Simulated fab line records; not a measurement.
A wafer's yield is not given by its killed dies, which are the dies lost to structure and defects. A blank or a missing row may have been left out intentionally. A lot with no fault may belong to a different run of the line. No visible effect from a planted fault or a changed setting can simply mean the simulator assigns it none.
fab line records	flow rit-cmos
[record] lots = 7	wafers = 21	last-day = 7
route steps=202 shown GATE@77 FOX2@80 M1@202
lots that met no fault: from a run of the same line without faults
start-h: hours from the record's first day to the start of the lot's first wafer shown	wait-h: hours elapsed since this lot's preceding step	" repeats the value in the row above	L1.1+2: a single row standing in for several wafers	- no value, or no start was given	* or withheld: withheld	< > ~ a bound
route shown NAME@n: names a module that has steps shown in the file, with the first one's number in the route	usual: mean/standard deviation of fault-free wafers	same: alike in all rows	chamber/n: place in a boat	sites: the reading at each site	_std_site: their standard deviation	_edge_site: mean of outer sites minus mean of inner sites	radius-mm: how far each site lies from the wafer's centre	mask NAME#n: copy n	behind: the tool/chamber that last shaped the wafer	hold: why the lot went on hold/how many hours it stayed there/how the hold came to an end	device: the transistor (n, p or np) that didn't switch	end of line: tests of these same wafers at the route's end	a step given without rows: its recipe and nothing more	killed: dies lost to structure and defects at the first sort, not the wafer's yield	map: per-die view of a wafer (x killed, . not killed, _ where there is no die)
set.NAME: the run value of the setting; set.NAME@STEP: its run value at that earlier step	model.NAME: the simulator's own value behind a step, which no gauge read
lots at some steps of the route; a table a step, a row a wafer
services: the hour from which a tool's chamber was out of use, counted from the record's first day as start-h (under 0 if before that day), plus the number of hours and why
[[steps]]
[step RIT_GATE_CLEAN_02]
[recipe] chemistry = dHF	dilution = 50:1	time-s = 30
[step RIT_GATE_CLEAN_03]
[recipe] chemistry = SC2	mix = 3:3:50	time-s = 600	temp-c = 75	dry = n2-spin
[step RIT_GATE_CLEAN_04]
[recipe] chemistry = dHF	dilution = 50:1	time-s = 60	dry = n2-spin
[step RIT_FOX2_THK_MEAS_91]
[recipe] reads = SiO2_of_FOX2_OXIDATION_00
[usual] FIELD_OXIDE_LEFT_2_THK = 258/6.4
lot.wafer	tool	chamber	start-h	wait-h	FIELD_OXIDE_LEFT_2_THK[nm]
L470.1	film-metro-04	-	43.53	0.0	262
L470.4	"	-	"	"	264
L470.6	"	-	"	"	258
L479.1	film-metro-04	-	87.12	0.0	251
L479.5	"	-	"	"	252
L479.6	"	-	"	"	253
L480.2	film-metro-01	-	91.65	0.0	252
L480.4	"	-	"	"	247
L480.5	"	-	"	"	250
L485.4	film-metro-03	-	116.99	0.0	249
L485.5	"	-	"	"	257
L485.6	"	-	"	"	257
L487.3	film-metro-03	-	126.33	0.0	258
L487.4	"	-	"	"	253
L487.6	"	-	"	"	251
L489.3	film-metro-04	-	136.76	0.0	253
L489.4	"	-	"	"	253
L489.5	"	-	"	"	252
L490.1	film-metro-01	-	145.67	0.0	261
L490.4	"	-	"	"	267
L490.5	"	-	"	"	261
[step RIT_GATE_OXIDATION_05]
[recipe] temp-c = 900	ambient = O2	target-thk-a = 30	ox-time-s = 270
[step RIT_GATE_ANNEAL_06]
[recipe] temp-c = 900	time-s = 600	ambient = N2O
[step RIT_GATE_THK_MEAS_07]
[recipe] reads = SiO2_of_GATE_OXIDATION_05
[usual] GATE_OXIDE_THK = 2.99/0.084
lot.wafer	tool	chamber	start-h	wait-h	GATE_OXIDE_THK[nm]
L470.1	film-metro-01	-	47.36	0.0	3.11
L470.4	"	-	"	"	3.09
L470.6	"	-	"	"	3.12
L479.1	film-metro-01	-	88.50	0.0	2.89
L479.5	"	-	"	"	2.90
L479.6	"	-	"	"	2.92
L480.2	film-metro-03	-	93.04	0.0	3.09
L480.4	"	-	"	"	3.05
L480.5	"	-	"	"	3.06
L485.4	film-metro-04	-	118.59	0.0	3.02
L485.5	"	-	"	"	2.99
L485.6	"	-	"	"	2.92
L487.3	film-metro-01	-	128.40	0.0	3.07
L487.4	"	-	"	"	2.99
L487.6	"	-	"	"	3.01
L489.3	film-metro-04	-	138.40	0.0	3.02
L489.4	"	-	"	"	2.95
L489.5	"	-	"	"	3.00
L490.1	film-metro-03	-	148.80	0.0	2.94
L490.4	"	-	"	"	3.06
L490.5	"	-	"	"	3.00
[step RIT_GATE_CVD_08]
[recipe] material = poly-Si	target-thk-nm = 250	temp-c = 610	precursor = SiH4	time-s = 2220	pressure-mtorr = 300	sih4-flow-sccm = 100
[step RIT_GATE_THK_MEAS_09]
[recipe] reads = poly-Si_of_GATE_CVD_08
[usual] GATE_POLY_THK = 249.1/2.1
lot.wafer	tool	chamber	start-h	wait-h	GATE_POLY_THK[nm]
L470.1	film-metro-01	-	49.04	0.0	251.0
L470.4	"	-	"	"	248.8
L470.6	"	-	"	"	248.8
L479.1	film-metro-04	-	90.18	0.0	250.0
L479.5	"	-	"	"	247.2
L479.6	"	-	"	"	250.5
L480.2	film-metro-01	-	94.71	0.0	250.4
L480.4	"	-	"	"	249.5
L480.5	"	-	"	"	249.7
L485.4	film-metro-04	-	122.09	0.0	249.2
L485.5	"	-	"	"	252.2
L485.6	"	-	"	"	252.4
L487.3	film-metro-01	-	130.88	0.0	249.9
L487.4	"	-	"	"	249.4
L487.6	"	-	"	"	249.0
L489.3	film-metro-01	-	140.88	0.0	247.6
L489.4	"	-	"	"	249.9
L489.5	"	-	"	"	248.0
L490.1	film-metro-04	-	150.48	0.0	248.3
L490.4	"	-	"	"	247.9
L490.5	"	-	"	"	248.7
[step RIT_GATE_HMDS_10]
[recipe] prime-time-s = 60	prime-temp-c = 140
[step RIT_GATE_COAT_11]
[recipe] resist = NOVOLAK	spin-rpm = 4250	resist-thk-nm = 850
[step RIT_GATE_SOFTBAKE_12]
[recipe] resist = NOVOLAK	temp-c = 90	time-s = 60
[step RIT_GATE_EXPOSE_13]
[recipe] mask-id = M6	na = 0.6	source-shape = conventional	sigma-outer = 0.6	target-cd-nm = 150	dose-mj = 380
[usual] exposure-dose-mJ-cm2 = 379.9/0.37
[same] na = 0.6
lot.wafer	tool	chamber	start-h	wait-h	mask	exposure-dose-mJ-cm2	model.GATE.overlay-x-nm
L470.1	iline-stepper-01	0	49.55	0.1	M6#0	380.1	-0.8547
L470.4	"	0	"	"	M6#0	379.9	-0.8547
L470.6	"	0	"	"	M6#0	379.2	-0.8547
L479.1	iline-stepper-01	0	90.81	0.2	M6#0	380.4	0.3052
L479.5	"	0	"	"	M6#0	380.4	0.3052
L479.6	"	0	"	"	M6#0	380.4	0.3052
L480.2	iline-stepper-01	0	95.30	0.1	M6#0	380.1	0.2616
L480.4	"	0	"	"	M6#0	380.4	0.2616
L480.5	"	0	"	"	M6#0	380.0	0.2616
L485.4	iline-stepper-01	0	122.83	0.3	M6#0	379.5	0.2938
L485.5	"	0	"	"	M6#0	379.4	0.2938
L485.6	"	0	"	"	M6#0	379.7	0.2938
L487.3	iline-stepper-01	0	131.55	0.2	M6#0	380.3	129.1
L487.4	"	0	"	"	M6#0	379.7	129.1
L487.6	"	0	"	"	M6#0	379.1	129.1
L489.3	iline-stepper-01	0	141.54	0.2	M6#0	380.1	130
L489.4	"	0	"	"	M6#0	379.5	130
L489.5	"	0	"	"	M6#0	379.7	130
L490.1	iline-stepper-01	0	150.99	0.1	M6#0	379.6	129.6
L490.4	"	0	"	"	M6#0	379.9	129.6
L490.5	"	0	"	"	M6#0	379.7	129.6
[step RIT_GATE_PEB_14]
[recipe] resist = NOVOLAK	temp-c = withheld	time-s = withheld
[step RIT_GATE_DEVELOP_15]
[recipe] resist = NOVOLAK	develop-time-s = 50	dev-temp-c = 23
[step RIT_GATE_CD_MEAS_16]
[recipe] target-cd-nm = 150
[usual] cd-nm = 151.5/2.4
lot.wafer	tool	chamber	start-h	wait-h	cd-nm
L470.1	cd-sem-01	-	49.95	-	149.6
L470.4	"	-	"	"	151.0
L470.6	"	-	"	"	150.9
L479.1	cd-sem-01	-	91.21	-	154.7
L479.5	"	-	"	"	151.4
L479.6	"	-	"	"	152.1
L480.2	cd-sem-02	-	95.70	-	150.2
L480.4	"	-	"	"	155.5
L480.5	"	-	"	"	151.7
L485.4	cd-sem-01	-	123.23	-	148.9
L485.5	"	-	"	"	149.2
L485.6	"	-	"	"	149.9
L487.3	cd-sem-02	-	131.95	-	152.3
L487.4	"	-	"	"	151.7
L487.6	"	-	"	"	151.3
L489.3	cd-sem-01	-	141.94	-	154.1
L489.4	"	-	"	"	153.7
L489.5	"	-	"	"	152.3
L490.1	cd-sem-02	-	151.39	-	150.8
L490.4	"	-	"	"	150.8
L490.5	"	-	"	"	152.7
[step RIT_GATE_OVL_MEAS_17]
[usual] GATE_OVL = -0.4/1.2
lot.wafer	tool	chamber	start-h	wait-h	GATE_OVL[nm]
L470.1	overlay-02	-	50.07	0.1	-0.8
L470.4	"	-	"	"	-0.9
L470.6	"	-	"	"	-0.2
L479.1	overlay-01	-	91.33	0.1	0.4
L479.5	"	-	"	"	0.2
L479.6	"	-	"	"	-1.4
L480.2	overlay-01	-	95.81	0.1	0.6
L480.4	"	-	"	"	1.8
L480.5	"	-	"	"	-0.5
L485.4	overlay-01	-	123.31	0.1	1.3
L485.5	"	-	"	"	-0.3
L485.6	"	-	"	"	-0.6
L487.3	overlay-02	-	132.04	0.1	128.6
L487.4	"	-	"	"	128.6
L487.6	"	-	"	"	129.4
L489.3	overlay-02	-	142.03	0.1	128.3
L489.4	"	-	"	"	129.2
L489.5	"	-	"	"	129.4
L490.1	overlay-01	-	151.51	0.1	125.9
L490.4	"	-	"	"	129.4
L490.5	"	-	"	"	129.1
[step RIT_GATE_HARDBAKE_18]
[recipe] resist = NOVOLAK	temp-c = 140	time-s = 60
[step RIT_M1_PROBE_99]
[usual] killed-at-front-end = 7/3.1	killed-dies = 7/3.1	killed-on-rim = 1.9/1.4	killed-open = 3.5/1.9	killed-short = 3.6/2.1
[same] gross-dies = 264	killed_at_M0_to_M3 = 0	killed_at_M4_up = 0	killed-at-back-side = 0	killed-at-contacts = 0	killed-at-other = 0
lot.wafer	tool	chamber	start-h	wait-h	killed-at-front-end	killed-dies	killed-on-rim	killed-open	killed-short	model.etest.nldd.width-nm	model.etest.pldd.width-nm	model.etest.select-edge-diode-n.leak-log10-a	model.etest.select-edge-diode-p.leak-log10-a	model.etest.gate-end-array.leak-log10-a-um
L470.1	prober-02	-	70.26	0.1	7	7	3	3	4	3170	3156	-10.13	-10.37	-13.32
L470.4	prober-02	-	70.41	0.2	5	5	2	2	3	3160	3154	-9.993	-10.37	-13.2
L470.6	prober-02	-	70.51	0.2	8	8	2	2	6	3158	3164	-9.963	-10.43	-12.81
L479.1	prober-01	-	111.38	0.1	6	6	1	2	4	3152	3173	-9.851	-10.55	-12.97
L479.5	prober-01	-	111.58	0.2	6	6	1	2	4	3165	3168	-10.1	-10.41	-12.9
L479.6	prober-01	-	111.63	0.2	6	6	1	3	3	3173	3171	-10.01	-10.53	-12.8
L480.2	prober-02	-	115.88	0.1	5	5	4	1	4	3222	3215	-9.849	-10.3	-13.13
L480.4	prober-02	-	115.98	0.2	11	11	2	5	6	3221	3212	-9.849	-10.32	-13.1
L480.5	prober-02	-	116.03	0.2	5	5	0	2	3	3199	3232	-9.793	-10.44	-12.9
L485.4	prober-01	-	143.59	0.2	7	7	1	3	4	3179	3198	-9.599	-10.28	-12.9
L485.5	prober-01	-	143.64	0.2	5	5	2	2	3	3207	3194	-9.982	-10.61	-12.82
L485.6	prober-01	-	143.69	0.2	16	16	4	8	8	3191	3186	-9.76	-10.42	-12.79
L487.3	prober-01	-	153.54	0.2	8	8	0	4	4	3150	3132	-7.257	-7.945	-12.13
L487.4	prober-01	-	153.59	0.2	7	7	2	3	4	3142	3147	-7.686	-8.461	-11.93
L487.6	prober-01	-	153.69	0.2	4	4	1	3	1	3132	3126	-7.142	-7.822	-12.04
L489.3	prober-01	-	162.50	0.2	13	13	5	5	8	3133	3144	-7.33	-7.978	-12.09
L489.4	prober-01	-	162.55	0.2	10	10	2	6	4	3128	3132	-7.392	-8.254	-11.96
L489.5	prober-01	-	162.60	0.2	7	7	1	3	4	3136	3148	-7.466	-8.128	-12.02
L490.1	prober-02	-	173.02	0.1	3	3	0	1	2	3126	3152	-8.045	-8.577	-12.02
L490.4	prober-02	-	173.17	0.2	7	7	2	3	4	3147	3150	-7.935	-8.559	-12.15
L490.5	prober-02	-	173.22	0.2	3	3	1	2	1	3126	3132	-7.848	-8.607	-12.27
// killed by level:class
L470.1 GATE:geometric-particle:short=3 GATE:geometric-particle:open=3 SILICIDE:geometric-particle:short=1
L470.4 SILICIDE:geometric-particle:open=2 SILICIDE:geometric-particle:short=2 REOX:geometric-particle:short=1
L470.6 GATE:geometric-particle:short=3 FOX1:geometric-particle:short=2 GATE:geometric-particle:open=1 REOX:geometric-particle:short=1 SILICIDE:geometric-particle:open=1
L479.1 REOX:geometric-particle:open=2 SILICIDE:geometric-particle:short=2 FOX1:geometric-particle:short=1 REOX:geometric-particle:short=1
L479.5 FOX1:geometric-particle:open=1 FOX1:geometric-particle:short=1 FOX2:geometric-particle:open=1 GATE:geometric-particle:short=1 SPACER:geometric-particle:short=1 SILICIDE:geometric-particle:short=1
L479.6 FOX1:geometric-particle:short=2 FOX1:geometric-particle:open=1 REOX:geometric-particle:open=1 SPACER:geometric-particle:open=1 SILICIDE:geometric-particle:short=1
L480.2 FOX1:geometric-particle:short=1 FOX2:geometric-particle:short=1 GATE:geometric-particle:open=1 REOX:geometric-particle:short=1 SILICIDE:geometric-particle:short=1
L480.4 GATE:geometric-particle:short=2 SPACER:geometric-particle:short=2 SILICIDE:geometric-particle:open=2 FOX1:geometric-particle:open=1 FOX1:geometric-particle:short=1 GATE:geometric-particle:open=1 REOX:geometric-particle:short=1 SPACER:geometric-particle:open=1
L480.5 FOX1:geometric-particle:short=1 GATE:geometric-particle:open=1 REOX:geometric-particle:short=1 REOX:geometric-particle:open=1 SILICIDE:geometric-particle:short=1
L485.4 GATE:geometric-particle:open=2 GATE:geometric-particle:short=2 SILICIDE:geometric-particle:short=2 REOX:geometric-particle:open=1
L485.5 FOX1:geometric-particle:short=2 FOX1:geometric-particle:open=1 SPACER:geometric-particle:open=1 SILICIDE:geometric-particle:short=1
L485.6 GATE:geometric-particle:open=5 GATE:geometric-particle:short=5 FOX1:geometric-particle:short=1 FOX1:geometric-particle:open=1 FOX2:geometric-particle:short=1 FOX2:geometric-particle:open=1 SPACER:geometric-particle:open=1 SILICIDE:geometric-particle:short=1
L487.3 SPACER:geometric-particle:short=3 SILICIDE:geometric-particle:open=3 FOX2:geometric-particle:short=1 GATE:geometric-particle:open=1
L487.4 REOX:geometric-particle:open=3 GATE:geometric-particle:short=2 REOX:geometric-particle:short=1 SILICIDE:geometric-particle:short=1
L487.6 REOX:geometric-particle:open=2 FOX2:geometric-particle:open=1 REOX:geometric-particle:short=1
L489.3 GATE:geometric-particle:open=2 GATE:geometric-particle:short=2 SPACER:geometric-particle:short=2 SILICIDE:geometric-particle:short=2 FOX1:geometric-particle:short=1 FOX1:geometric-particle:open=1 FOX2:geometric-particle:open=1 REOX:geometric-particle:short=1
L489.4 GATE:geometric-particle:open=4 GATE:geometric-particle:short=4 SPACER:geometric-particle:open=2
L489.5 GATE:geometric-particle:short=3 SILICIDE:geometric-particle:open=2 GATE:geometric-particle:open=1 SPACER:geometric-particle:short=1
L490.1 GATE:geometric-particle:short=1 REOX:geometric-particle:open=1 SILICIDE:geometric-particle:short=1
L490.4 FOX2:geometric-particle:short=2 FOX2:geometric-particle:open=1 GATE:geometric-particle:short=1 GATE:geometric-particle:open=1 REOX:geometric-particle:short=1 REOX:geometric-particle:open=1
L490.5 GATE:geometric-particle:open=2 GATE:geometric-particle:short=1
[[services]]
tool	chamber	start-h	hours	kind
iline-stepper-01	0	101.34	-	calibration
iline-stepper-01	-	144.69	2.1	pm
iline-stepper-01	-	146.78	-	consumable-replace:lamp
[[key]]
[first-sign] step = RIT_GATE_OVL_MEAS_17	reading = GATE_OVL	direction = up	sigmas = 99+	usual = -0.4	struck = 128.7
effect none on later readings
[model-effect] step = RIT_GATE_EXPOSE_13	value = GATE.overlay-x-nm	without = -0.4357	struck = 129.6
[model-effect] step = RIT_M1_PROBE_99	value = etest.nldd.width-nm	without = 3196	struck = 3136
met-at RIT_GATE_EXPOSE_13
struck-wafers L487.3,L487.4,L487.6,L489.3,L489.4,L489.5,L490.1,L490.4,L490.5
tester-left-out L487,L489,L490
onset-between 122.83 131.55
also-fits time
[fault] kind = scanner-matching-overlay	tool = iline-stepper-01	chamber = -	onset-h = 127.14	steps = RIT_GATE_EXPOSE_13	offset = 130
// tester-left-out: of these lots the tester's yield and bins aren't shown, on N5 and GAA mostly nor the transistor test; their killed dies are dies lost to structure and defects alone, not to doping, threshold or leakage, so they don't give the yield
